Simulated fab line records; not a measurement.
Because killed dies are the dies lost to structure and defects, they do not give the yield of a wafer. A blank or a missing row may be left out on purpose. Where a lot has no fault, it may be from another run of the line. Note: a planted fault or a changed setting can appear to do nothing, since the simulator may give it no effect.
Which tool was responsible?	flow berkeley_cmos170	Sampling: 14 lots, 42 wafers, 5 of 331 route steps

== WHAT THE GAUGES SHOWED, per wafer ==
UCB170_CONTACT_OVL_MEAS_16.
lot	measured	on	CONTACT_OVL (nm)
L458	day 8 03:46	overlay-02	4 2 3
L460	day 8 04:13	overlay-01	-4 2 3
L462	day 9 07:47	overlay-02	-6 1 6
L465	day 9 10:11	overlay-02	0 -3 2
L467	day 9 19:52	overlay-01	-2 2 -2
L466	day 9 20:34	overlay-01	-2 -4 -7
L468	day 10 07:05	overlay-02	-4 1 -2
L470	day 10 07:10	overlay-02	4 -1 3
L471	day 10 20:07	overlay-01	-2 1 3
L475	day 11 01:47	overlay-02	-8 -4 -8
L479	day 12 02:40	overlay-02	5 1 6
L478	day 12 02:41	overlay-02	-8 3 1
L480	day 12 18:59	overlay-02	-3 2 -2
L481	day 12 19:19	overlay-01	-7 4 -11

UCB170_M1_CD_MEAS_90: the cd target is 700 nm.
lot	measured	on	cd_nm (nm)
L458	day 8 06:32	cd_sem-01	701.8 699.0 697.3
L460	day 8 07:10	cd_sem-02	702.1 699.2 699.9
L462	day 9 10:23	cd_sem-01	698.8 698.9 701.7
L465	day 9 13:26	cd_sem-02	703.3 702.6 702.1
L467	day 9 22:20	cd_sem-01	700.2 697.6 698.0
L466	day 9 23:19	cd_sem-01	698.9 699.0 697.9
L468	day 10 10:51	cd_sem-01	700.0 699.1 695.5
L470	day 10 11:08	cd_sem-01	701.2 702.5 698.1
L471	day 10 22:37	cd_sem-01	701.2 700.5 703.0
L475	day 11 05:18	cd_sem-01	698.0 697.9 699.6
L479	day 12 04:59	cd_sem-02	701.2 701.9 701.1
L478	day 12 05:20	cd_sem-01	698.4 697.7 700.1
L480	day 12 21:45	cd_sem-01	701.0 704.7 703.6
L481	day 12 22:22	cd_sem-02	704.4 708.2 703.7

UCB170_M2_RS_MEAS_02: the measuring method here is four-point-probe.
lot	measured	on	M2_AL_RS (ohm/sq)
L458	day 8 14:23	film_metro-03	0.03153 0.03194 0.03177
L460	day 8 14:57	film_metro-03	0.03233 0.03218 0.0321
L462	day 9 15:59	film_metro-03	0.03226 0.03223 0.03222
L465	day 9 17:43	film_metro-03	0.03185 0.03198 0.03211
L467	day 10 04:06	film_metro-01	0.03216 0.03239 0.03218
L466	day 10 04:49	film_metro-03	0.03286 0.03252 0.03235
L468	day 10 15:39	film_metro-04	0.03221 0.03222 0.03205
L470	day 10 16:03	film_metro-01	0.03195 0.03233 0.03203
L471	day 11 03:04	film_metro-01	0.0316 0.03172 0.03219
L475	day 11 11:01	film_metro-01	0.03334 0.03341 0.03363
L479	day 12 11:01	film_metro-01	0.03218 0.03204 0.03237
L478	day 12 11:10	film_metro-04	0.03355 0.03338 0.03363
L480	day 13 02:16	film_metro-04	0.03227 0.03212 0.03228
L481	day 13 03:28	film_metro-04	0.03172 0.03174 0.03213

UCB170_M2_THK_MEAS_03: measures by xrf.
lot	measured	on	M2_AL_THK (nm)
L458	day 8 14:30	film_metro-03	915 905 911
L460	day 8 15:04	film_metro-03	889 892 899
L462	day 9 16:07	film_metro-03	894 896 899
L465	day 9 17:50	film_metro-03	901 899 900
L467	day 10 04:13	film_metro-01	884 874 886
L466	day 10 04:55	film_metro-03	881 893 899
L468	day 10 15:44	film_metro-04	885 889 892
L470	day 10 16:10	film_metro-01	890 877 892
L471	day 11 03:09	film_metro-01	900 897 888
L475	day 11 11:07	film_metro-01	858 856 848
L479	day 12 11:07	film_metro-01	889 886 879
L478	day 12 11:17	film_metro-04	850 861 848
L480	day 13 02:23	film_metro-04	882 887 882
L481	day 13 03:34	film_metro-04	895 901 889

== EACH LOT AND THE TOOL THAT RAN IT (in order: tool; ch and the chambers of the sampled wafers; start) ==
lot	UCB170_M2_SPUTTER_01
L458	pvd_sputter-03, day 8 14:18
L460	pvd_sputter-02, day 8 14:51
L462	pvd_sputter-02, day 9 15:55
L465	pvd_sputter-01, day 9 17:38
L467	pvd_sputter-02, day 10 04:01
L466	pvd_sputter-03, day 10 04:41
L468	pvd_sputter-03, day 10 15:30
L470	pvd_sputter-01, day 10 15:57
L471	pvd_sputter-01, day 11 02:55
L475	pvd_sputter-03, day 11 10:53
L479	pvd_sputter-02, day 12 10:52
L478	pvd_sputter-03, day 12 11:05
L480	pvd_sputter-02, day 13 02:11
L481	pvd_sputter-01, day 13 03:21
- UCB170_M2_SPUTTER_01: material Al, target thk 900 nm, time 120 s.

== AS READ BY THE TOOLS THEMSELVES (means over the sampled wafers that have a number; for cases with no such wafer, the mark the record gives instead) ==
UCB170_M2_SPUTTER_01.
lot	tool	throttle_valve_pct (%)
L458	pvd_sputter-03	29.8
L460	pvd_sputter-02	31.1
L462	pvd_sputter-02	30.2
L465	pvd_sputter-01	29.2
L467	pvd_sputter-02	30.0
L466	pvd_sputter-03	28.8
L468	pvd_sputter-03	29.1
L470	pvd_sputter-01	29.6
L471	pvd_sputter-01	29.5
L475	pvd_sputter-03	29.8
L479	pvd_sputter-02	29.7
L478	pvd_sputter-03	30.2
L480	pvd_sputter-02	31.4
L481	pvd_sputter-01	29.2

== THE ANSWER, worked out from the rows above alone ==
Rule: the lots themselves supply what counts as usual. Put in order of their means at a reading, lots are off if they are a third of the lots or fewer, leave a main group of 4 or more, and stand apart from it by a gap of 3 or more times the standard deviation of the main group's means; of several such gaps the widest counts. If all means in a main group match to the digits the tables above print for the reading, that group is not used. Also off: a lot with no number at a reading for which 4 or more lots have one. All remaining lots with rows at the step are treated as sound. After the gauges, taken in route order, come the tools' own readings; for these a lot's mean is taken, as printed above. The first step at which some lot is off is used, and at that step the reading that is off furthest; a lot without a number counts as furthest.
Off: at UCB170_M2_RS_MEAS_02 (M2_AL_RS), L475, L478. The main group: mean 0.03211 ohm/sq, standard deviation 0.00022.
If a tool, at a process step before that reading, ran all the lots that are off and no sound lot after the first of them, it fits. Gauges at UCB170_M2_RS_MEAS_02: tried the same way as those tools. One fits: UCB170_M2_SPUTTER_01 on pvd_sputter-03. A fault onset in the window from L468 (day 10 15:30, its last sound lot) to L475 (day 11 10:53, its first lot off) fits.

== WHAT HAD BEEN PUT IN BY THE SIMULATOR ==
Site profile drift: pvd_sputter-03, from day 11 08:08 on, at UCB170_M2_SPUTTER_01. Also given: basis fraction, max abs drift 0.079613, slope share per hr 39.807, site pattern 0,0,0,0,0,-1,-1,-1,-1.
Lots struck among those shown: L475, L478. The rule above reached the same finding.
